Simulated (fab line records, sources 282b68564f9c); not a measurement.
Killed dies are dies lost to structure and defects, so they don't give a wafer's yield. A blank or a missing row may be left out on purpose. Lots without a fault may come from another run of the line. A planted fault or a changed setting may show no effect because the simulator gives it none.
fab line records | flow rit_cmos
record lots=14 wafers=42 last_day=7
route steps=202 shown NWELL@34 PWELL@44 NRETRO@63 NSD@137 M1@202
lots that met no fault: from a run of the same line without faults
start_h: hours from the record's first day to the start of the lot's first wafer shown | wait_h: hours since the lot's step before | " the same as in the row above | L1.1+2: a row that stands for several wafers | - no value, or no start given | * or withheld: withheld | < > ~ a bound
route shown NAME@n: a module of which the file shows steps, and the number in the route of the first | usual: mean/standard deviation of fault-free wafers | same: alike in all rows | chamber/n: place in a boat | sites: the reading at each site | _std_site: their standard deviation | _edge_site: outer sites' mean less inner sites' | radius_mm: how far each site lies from the wafer's centre | mask NAME#n: copy n | behind: the tool/chamber that last shaped the wafer | hold: why the lot was held/for how many hours/how that ended | device: the transistor (n, p or np) that didn't switch | end of line: the same wafers' tests at the end of the route | a step without rows: its recipe alone | killed: dies lost to structure and defects at the first sort, not the wafer's yield | map: a wafer's dies, x killed, . not, _ none there
set.NAME: the setting as run; set.NAME@STEP: as run at that earlier step | model.NAME: the simulator's own value behind a step, which no gauge read
steps of the route over a sample of lots; a table a step, a row a wafer
## steps
# step RIT_NWELL_OVL_MEAS_06
# usual NWELL_OVL=-0.8/1.3
# columns lot.wafer tool chamber start_h wait_h NWELL_OVL[nm]
L244.2 overlay-02 - 20.32 - -0.5
L244.5 " - " " -0.4
L244.6 " - " " -2.4
L245.2 overlay-02 - 26.70 - -0.5
L245.3 " - " " -0.7
L245.5 " - " " -1.3
L246.2 overlay-01 - 30.99 - -2.4
L246.3 " - " " -1.9
L246.6 " - " " -3.7
L247.2 overlay-02 - 37.92 - 1.6
L247.4 " - " " -0.1
L247.5 " - " " 0.6
L252.3 overlay-01 - 60.88 - -2.2
L252.5 " - " " 0.0
L252.6 " - " " 0.9
L253.4 overlay-01 - 65.43 - 0.4
L253.5 " - " " -1.8
L253.6 " - " " -1.2
L254.2 overlay-01 - 76.01 - -2.5
L254.4 " - " " -1.3
L254.5 " - " " -3.0
L255.1 overlay-01 - 77.05 - -1.1
L255.2 " - " " 1.2
L255.5 " - " " -0.5
L259.1 overlay-01 - 95.35 - -0.4
L259.5 " - " " -1.0
L259.6 " - " " -1.8
L262.2 overlay-02 - 110.38 - 1.1
L262.5 " - " " -1.8
L262.6 " - " " 0.7
L263.1 overlay-01 - 115.79 - -0.4
L263.3 " - " " -1.3
L263.5 " - " " -0.8
L265.3 overlay-01 - 125.39 - -1.6
L265.5 " - " " -1.7
L265.6 " - " " -3.6
L266.1 overlay-01 - 131.47 - -1.5
L266.3 " - " " -0.6
L266.4 " - " " 0.6
L267.3 overlay-01 - 137.47 - -1.1
L267.4 " - " " -1.3
L267.6 " - " " -1.9
# step RIT_PWELL_DEVELOP_05
# recipe resist=NOVOLAK develop_time_s=68 dev_temp_c=23
# usual developer_temp_C=22.98/0.12
# columns lot.wafer tool chamber start_h wait_h developer_temp_C
L244.2 litho_track-03 0 21 - 23.25
L244.5 " 0 22 - 22.96
L244.6 " 0 " " 22.98
L245.2 litho_track-04 0 28 - 23.07
L245.3 " 0 " " 23.13
L245.5 " 0 " " 23.24
L246.2 litho_track-03 0 32 - 23.04
L246.3 " 0 " " 23.09
L246.6 " 0 " " 22.93
L247.2 litho_track-03 0 39 - 23.03
L247.4 " 0 " " 23.16
L247.5 " 0 " " 23.02
L252.3 litho_track-03 0 62 - 22.88
L252.5 " 0 " " 22.76
L252.6 " 0 " " 22.87
L253.4 litho_track-04 0 66 - 23.12
L253.5 " 0 " " 22.96
L253.6 " 0 " " 22.98
L254.2 litho_track-04 0 77 - 23.03
L254.4 " 0 " " 23.11
L254.5 " 0 " " 22.96
L255.1 litho_track-03 0 78 - 22.78
L255.2 " 0 " " 23.01
L255.5 " 0 " " 22.95
L259.1 litho_track-01 0 96 - 22.93
L259.5 " 0 " " 22.96
L259.6 " 0 " " 23.05
L262.2 litho_track-04 0 111 - 24.13
L262.5 " 0 " " 24.08
L262.6 " 0 112 - 24.02
L263.1 litho_track-04 0 117 - 23.84
L263.3 " 0 " " 23.75
L263.5 " 0 " " 23.95
L265.3 litho_track-03 0 127 - 22.97
L265.5 " 0 " " 22.89
L265.6 " 0 " " 22.71
L266.1 litho_track-01 0 132 - 22.96
L266.3 " 0 " " 22.91
L266.4 " 0 " " 22.88
L267.3 litho_track-03 0 138 - 22.89
L267.4 " 0 " " 22.91
L267.6 " 0 " " 23.11
# step RIT_NRETRO_TW_MEAS_10
# usual NRETRO_TW=1065/5
# columns lot.wafer tool chamber start_h wait_h NRETRO_TW
L244.2 film_metro-02 - 29.89 0.1 1062
L244.5 " - " " 1061
L244.6 " - " " 1073
L245.2 film_metro-02 - 36.07 0.1 1065
L245.3 " - " " 1059
L245.5 " - " " 1066
L246.2 film_metro-01 - 42.54 0.1 1069
L246.3 " - " " 1065
L246.6 " - " " 1067
L247.2 film_metro-01 - 47.50 0.1 1062
L247.4 " - " " 1062
L247.5 " - " " 1067
L252.3 film_metro-01 - 70.55 0.1 1061
L252.5 " - " " 1056
L252.6 " - " " 1059
L253.4 film_metro-02 - 75.52 0.1 1077
L253.5 " - " " 1066
L253.6 " - " " 1064
L254.2 film_metro-01 - 85.37 0.1 1071
L254.4 " - " " 1070
L254.5 " - " " 1072
L255.1 film_metro-02 - 86.09 0.1 1073
L255.2 " - " " 1065
L255.5 " - " " 1063
L259.1 film_metro-03 - 104.48 0.1 1057
L259.5 " - " " 1062
L259.6 " - " " 1060
L262.2 film_metro-02 - 119.73 0.1 1067
L262.5 " - " " 1068
L262.6 " - " " 1060
L263.1 film_metro-01 - 124.97 0.1 1061
L263.3 " - " " 1072
L263.5 " - " " 1062
L265.3 film_metro-01 - 135.16 0.1 1064
L265.5 " - " " 1063
L265.6 " - " " 1068
L266.1 film_metro-02 - 140.63 0.1 1064
L266.3 " - " " 1065
L266.4 " - " " 1065
L267.3 film_metro-01 - 147.05 0.1 1068
L267.4 " - " " 1070
L267.6 " - " " 1071
# step RIT_NSD_OVL_MEAS_06
# usual NSD_OVL=0.2/1.4
# columns lot.wafer tool chamber start_h wait_h NSD_OVL[nm]
L244.2 overlay-01 - 51.07 - -0.3
L244.5 " - " " 0.2
L244.6 " - " " -0.6
L245.2 overlay-02 - 57.06 - -1.1
L245.3 " - " " 0.5
L245.5 " - " " -0.1
L246.2 overlay-02 - 59.45 - -0.5
L246.3 " - " " -0.6
L246.6 " - " " -1.1
L247.2 overlay-01 - 66.47 - 0.4
L247.4 " - " " -1.6
L247.5 " - " " -1.6
L252.3 overlay-01 - 87.94 - -0.2
L252.5 " - " " 1.7
L252.6 " - " " 0.6
L253.4 overlay-01 - 94.52 - 0.2
L253.5 " - " " 0.0
L253.6 " - " " 0.9
L254.2 overlay-01 - 102.23 - -1.0
L254.4 " - " " -1.1
L254.5 " - " " -1.1
L255.1 overlay-01 - 103.34 - 1.5
L255.2 " - " " 2.7
L255.5 " - " " 1.6
L259.1 overlay-02 - 121.02 - 1.5
L259.5 " - " " -0.8
L259.6 " - " " -1.9
L262.2 overlay-02 - 137.46 - 0.1
L262.5 " - " " 1.1
L262.6 " - " " -0.9
L263.1 overlay-02 - 143.48 - -0.9
L263.3 " - " " -0.7
L263.5 " - " " -0.1
L265.3 overlay-01 - 154.12 - -0.1
L265.5 " - " " 1.8
L265.6 " - " " 1.2
L266.1 overlay-02 - 159.46 - -0.7
L266.3 " - " " 0.9
L266.4 " - " " 1.6
L267.3 overlay-02 - 167.08 - 0.9
L267.4 " - " " 2.2
L267.6 " - " " 0.0
# step RIT_M1_PROBE_99
# usual killed_at_M0_to_M3=0.0/0.2 killed_at_contacts=0.1/0.32 killed_at_front_end=6.7/2.9 killed_dies=6.8/2.9 killed_open=3.3/1.7 killed_short=3.4/2.1
# same gross_dies=264 killed_at_M4_up=0 killed_at_back_side=0 killed_at_other=0
# columns lot.wafer tool chamber start_h wait_h killed_at_M0_to_M3 killed_at_contacts killed_at_front_end killed_dies killed_open killed_short
L244.2 prober-02 - 61.22 0.1 0 0 1 1 0 1
L244.5 prober-02 - 61.37 0.2 0 0 4 4 2 2
L244.6 prober-02 - 61.42 0.2 0 0 6 6 3 3
L245.2 prober-01 - 68.72 0.1 0 0 5 5 3 2
L245.3 prober-01 - 68.77 0.2 0 0 10 10 6 4
L245.5 prober-01 - 68.87 0.2 0 0 7 7 1 6
L246.2 prober-02 - 72.90 0.1 0 1 7 8 2 6
L246.3 prober-02 - 72.95 0.2 0 0 6 6 3 3
L246.6 prober-02 - 73.10 0.2 0 1 7 8 5 3
L247.2 prober-01 - 76.54 0.1 0 0 11 11 4 7
L247.4 prober-01 - 76.64 0.2 0 0 8 8 4 4
L247.5 prober-01 - 76.69 0.2 0 0 5 5 2 3
L252.3 prober-02 - 98.53 0.2 0 0 6 6 4 2
L252.5 prober-02 - 98.63 0.2 0 0 10 10 4 6
L252.6 prober-02 - 98.68 0.2 0 2 10 12 2 10
L253.4 prober-01 - 104.34 0.2 0 0 7 7 1 6
L253.5 prober-01 - 104.39 0.2 0 0 8 8 5 3
L253.6 prober-01 - 104.44 0.2 0 0 7 7 5 2
L254.2 prober-02 - 112.83 0.1 0 0 10 10 2 8
L254.4 prober-02 - 112.93 0.2 0 0 5 5 3 2
L254.5 prober-02 - 112.98 0.2 0 0 7 7 4 3
L255.1 prober-01 - 113.67 0.1 0 0 3 3 2 1
L255.2 prober-01 - 113.72 0.1 0 0 11 11 3 6
L255.5 prober-01 - 113.87 0.2 0 0 7 7 4 3
L259.1 prober-01 - 131.40 0.1 0 0 3 3 3 0
L259.5 prober-01 - 131.60 0.2 0 1 7 8 5 3
L259.6 prober-01 - 131.65 0.2 0 0 6 6 3 3
L262.2 prober-02 - 150.71 0.1 0 1 8 9 2 7
L262.5 prober-02 - 150.86 0.2 0 0 4 4 2 2
L262.6 prober-02 - 150.91 0.2 0 0 8 8 5 3
L263.1 prober-01 - 154.34 0.1 1 0 6 7 2 4
L263.3 prober-01 - 154.44 0.2 0 0 9 9 3 6
L263.5 prober-01 - 154.54 0.2 1 0 8 9 5 4
L265.3 prober-01 - 165.17 0.2 0 1 7 8 2 6
L265.5 prober-01 - 165.27 0.2 0 0 7 7 2 5
L265.6 prober-01 - 165.32 0.2 0 0 4 4 2 2
L266.1 prober-02 - 169.43 0.1 0 0 3 3 1 2
L266.3 prober-02 - 169.53 0.2 0 0 4 4 3 1
L266.4 prober-02 - 169.58 0.2 0 0 7 7 5 2
L267.3 prober-01 - 177.24 0.2 0 0 6 6 4 2
L267.4 prober-01 - 177.29 0.2 0 0 3 3 2 1
L267.6 prober-01 - 177.39 0.2 0 0 7 7 2 5
# killed by level:class
L244.2 GATE:geometric_particle:short=1
L244.5 FOX2:geometric_particle:short=2 FOX2:geometric_particle:open=1 SPACER:geometric_particle:open=1
L244.6 GATE:geometric_particle:open=2 GATE:geometric_particle:short=2 FOX2:geometric_particle:short=1 REOX:geometric_particle:open=1
L245.2 SPACER:geometric_particle:open=2 GATE:geometric_particle:open=1 GATE:geometric_particle:short=1 SPACER:geometric_particle:short=1
L245.3 SPACER:geometric_particle:open=3 ACTIVE:geometric_particle:open=1 FOX1:geometric_particle:short=1 FOX1:geometric_particle:open=1 GATE:geometric_particle:open=1 GATE:geometric_particle:short=1 REOX:geometric_particle:short=1 SILICIDE:geometric_particle:short=1
L245.5 GATE:geometric_particle:short=3 FOX1:geometric_particle:short=2 SPACER:geometric_particle:open=1 SILICIDE:geometric_particle:short=1
L246.2 SILICIDE:geometric_particle:short=3 FOX1:geometric_particle:short=2 GATE:geometric_particle:short=1 REOX:geometric_particle:open=1 CONTACT:geometric_particle:open=1
L246.3 GATE:geometric_particle:short=2 FOX2:geometric_particle:short=1 GATE:geometric_particle:open=1 REOX:geometric_particle:open=1 SILICIDE:geometric_particle:open=1
L246.6 REOX:geometric_particle:open=3 FOX1:geometric_particle:short=1 GATE:geometric_particle:short=1 REOX:geometric_particle:short=1 SILICIDE:geometric_particle:open=1 CONTACT:geometric_particle:open=1
L247.2 GATE:geometric_particle:short=5 GATE:geometric_particle:open=4 FOX1:geometric_particle:short=1 SPACER:geometric_particle:short=1
L247.4 GATE:geometric_particle:open=3 GATE:geometric_particle:short=2 SPACER:geometric_particle:short=2 SILICIDE:geometric_particle:open=1
L247.5 GATE:geometric_particle:open=2 GATE:geometric_particle:short=2 REOX:geometric_particle:short=1
L252.3 FOX2:geometric_particle:open=1 GATE:geometric_particle:short=1 REOX:geometric_particle:open=1 SPACER:geometric_particle:short=1 SPACER:geometric_particle:open=1 SILICIDE:geometric_particle:open=1
L252.5 SPACER:geometric_particle:short=4 GATE:geometric_particle:short=2 SPACER:geometric_particle:open=2 REOX:geometric_particle:open=1 SILICIDE:geometric_particle:open=1
L252.6 REOX:geometric_particle:short=3 SPACER:geometric_particle:short=3 FOX1:geometric_particle:short=1 GATE:geometric_particle:short=1 REOX:geometric_particle:open=1 SILICIDE:geometric_particle:short=1 CONTACT:geometric_particle:open=1 CONTACT:geometric_particle:short=1
L253.4 FOX2:geometric_particle:short=2 FOX1:geometric_particle:short=1 GATE:geometric_particle:short=1 GATE:geometric_particle:open=1 SPACER:geometric_particle:short=1 SILICIDE:geometric_particle:short=1
L253.5 FOX1:geometric_particle:open=1 FOX1:geometric_particle:short=1 FOX2:geometric_particle:short=1 FOX2:geometric_particle:open=1 GATE:geometric_particle:open=1 REOX:geometric_particle:open=1 REOX:geometric_particle:short=1 SILICIDE:geometric_particle:open=1
L253.6 GATE:geometric_particle:open=3 FOX1:geometric_particle:open=1 REOX:geometric_particle:short=1 SPACER:geometric_particle:open=1 SILICIDE:geometric_particle:short=1
L254.2 GATE:geometric_particle:short=5 FOX2:geometric_particle:short=3 GATE:geometric_particle:open=1 SILICIDE:geometric_particle:open=1
L254.4 FOX1:geometric_particle:open=2 GATE:geometric_particle:short=2 SILICIDE:geometric_particle:open=1
L254.5 GATE:geometric_particle:short=2 GATE:geometric_particle:open=2 SILICIDE:geometric_particle:open=2 FOX1:geometric_particle:short=1
L255.1 REOX:geometric_particle:open=2 FOX1:geometric_particle:short=1
L255.2 GATE:geometric_particle:short=2 REOX:geometric_particle:short=2 NRETRO:coat_microbubble_printed=2 FOX1:geometric_particle:short=1 FOX2:geometric_particle:open=1 GATE:geometric_particle:open=1 REOX:geometric_particle:open=1 SPACER:geometric_particle:short=1
L255.5 FOX1:geometric_particle:open=2 FOX1:geometric_particle:short=1 GATE:geometric_particle:short=1 REOX:geometric_particle:short=1 REOX:geometric_particle:open=1 SILICIDE:geometric_particle:open=1
L259.1 FOX2:geometric_particle:open=1 GATE:geometric_particle:open=1 SILICIDE:geometric_particle:open=1
L259.5 GATE:geometric_particle:open=2 REOX:geometric_particle:short=2 FOX1:geometric_particle:open=1 GATE:geometric_particle:short=1 SILICIDE:geometric_particle:open=1 CONTACT:geometric_particle:open=1
L259.6 REOX:geometric_particle:short=2 SPACER:geometric_particle:open=2 FOX1:geometric_particle:open=1 SPACER:geometric_particle:short=1
L262.2 GATE:geometric_particle:short=2 SILICIDE:geometric_particle:short=2 SILICIDE:geometric_particle:open=2 FOX2:geometric_particle:short=1 SPACER:geometric_particle:short=1 CONTACT:geometric_particle:short=1
L262.5 REOX:geometric_particle:short=2 GATE:geometric_particle:open=1 SPACER:geometric_particle:open=1
L262.6 GATE:geometric_particle:open=3 FOX1:geometric_particle:open=1 FOX2:geometric_particle:short=1 REOX:geometric_particle:open=1 REOX:geometric_particle:short=1 SPACER:geometric_particle:short=1
L263.1 FOX2:geometric_particle:short=2 GATE:geometric_particle:short=2 GATE:geometric_particle:open=1 FOX2:geometric_particle:open=1 M1:coat_microbubble_printed=1
L263.3 FOX1:geometric_particle:short=2 GATE:geometric_particle:short=2 FOX1:geometric_particle:open=1 FOX2:geometric_particle:short=1 GATE:geometric_particle:open=1 SPACER:geometric_particle:open=1 SILICIDE:geometric_particle:short=1
L263.5 FOX2:geometric_particle:short=2 SILICIDE:geometric_particle:open=2 FOX2:geometric_particle:open=1 GATE:geometric_particle:open=1 GATE:geometric_particle:short=1 SPACER:geometric_particle:open=1 M1:geometric_particle:short=1
L265.3 GATE:geometric_particle:short=3 FOX1:geometric_particle:short=2 GATE:geometric_particle:open=1 REOX:geometric_particle:open=1 CONTACT:geometric_particle:short=1
L265.5 GATE:geometric_particle:short=2 REOX:geometric_particle:short=2 FOX2:geometric_particle:short=1 GATE:geometric_particle:open=1 SPACER:geometric_particle:open=1
L265.6 GATE:geometric_particle:short=2 FOX2:geometric_particle:open=1 GATE:geometric_particle:open=1
L266.1 FOX1:geometric_particle:short=1 GATE:geometric_particle:short=1 GATE:geometric_particle:open=1
L266.3 REOX:geometric_particle:open=2 FOX1:geometric_particle:open=1 SILICIDE:geometric_particle:short=1
L266.4 FOX1:geometric_particle:open=1 SPACER:geometric_particle:open=1 FOX2:geometric_particle:open=1 GATE:geometric_particle:open=1 GATE:geometric_particle:short=1 REOX:geometric_particle:open=1 SILICIDE:geometric_particle:short=1
L267.3 SPACER:geometric_particle:open=2 FOX2:geometric_particle:open=1 GATE:geometric_particle:short=1 REOX:geometric_particle:open=1 SPACER:geometric_particle:short=1
L267.4 FOX2:geometric_particle:open=1 REOX:geometric_particle:short=1 SPACER:geometric_particle:open=1
L267.6 FOX1:geometric_particle:short=3 FOX2:geometric_particle:open=1 GATE:geometric_particle:short=1 SPACER:geometric_particle:open=1 SILICIDE:geometric_particle:short=1
## key
first_sign step=RIT_PWELL_DEVELOP_05 reading=developer_temp_C direction=up sigmas=8.4 usual=* struck=*
effect none on later readings
met_at RIT_PWELL_DEVELOP_05
struck_lots L262,L263
tester_left_out L262,L263
not_acting_at RIT_NWELL_OVL_MEAS_06,RIT_NRETRO_TW_MEAS_10,RIT_NSD_OVL_MEAS_06
onset_between 77 111
fault kind=process_parameter_drift tool=litho_track-04 chamber=- onset_h=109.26 steps=RIT_PWELL_DEVELOP_05 channel=dev_temp_c offset=* shape=step end_h=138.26 acts_in=* stated=*
# tester_left_out: of these lots the tester's yield and bins aren't shown, on N5 and GAA mostly nor the transistor test; their killed dies are dies lost to structure and defects alone, not to doping, threshold or leakage, so they don't give the yield
